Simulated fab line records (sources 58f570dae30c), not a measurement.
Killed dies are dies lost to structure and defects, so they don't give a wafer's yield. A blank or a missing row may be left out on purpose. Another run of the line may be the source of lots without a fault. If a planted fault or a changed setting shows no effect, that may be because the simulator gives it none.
Chamber matching    flow berkeley_cmos170    rie_si-02 running UCB170_GATE_ETCH_15: 4 sister chambers
The step etches poly-Si in HBr/Cl2, stops on SiO2, time 56.3 s, target depth 278.2 nm. 8 wafers are shown with their chamber, then 7 later ones without.

## WAFERS WITH THEIR CHAMBER
wafer   chamber  drypump_motor_current_A (A)  throttle_valve_pct (%)
L588.1  0        6.2                          26.27
L589.2  0        6.2                          26.26
L589.4  1        4.8                          26.25
L591.1  1        4.7                          26.25
L591.6  3        5.6                          26.55
L590.2  3        5.6                          26.56
L590.3  2        6.7                          26.27
L590.6  2        6.7                          26.27

## WAFERS WHOSE CHAMBER IS MISSING
wafer   drypump_motor_current_A (A)  throttle_valve_pct (%)
L594.2  6.2                          26.25
L594.4  5.6                          26.55
L594.6  4.8                          26.25
L595.2  5.6                          26.56
L595.3  4.8                          26.25
L595.6  4.8                          26.26
L597.2  4.8                          26.25

## EACH ONE'S CHAMBER
wafer   from the rows above  in truth
L594.2  0                    0
L594.4  3                    3
L594.6  1                    1
L595.2  3                    3
L595.3  1                    1
L595.6  1                    1
L597.2  1                    1
7 of 7 placed correctly. Not placeable from these rows: 0. Wrongly placed: 0.
How it was worked out, from the rows above alone: a wafer's distance from a chamber is the root of the sum, over the readings, of the square of ((its reading less the chamber's mean) divided by the reading's scatter). The wafer belongs to the nearest chamber; if the next one is less than 2 further off, it can't be placed. The mean given for a chamber averages the wafers shown for that chamber. How the scatter is found: for the shown wafers, subtract from each reading the mean of its chamber, square and add these, divide the total by (wafers less chambers), then take the root.
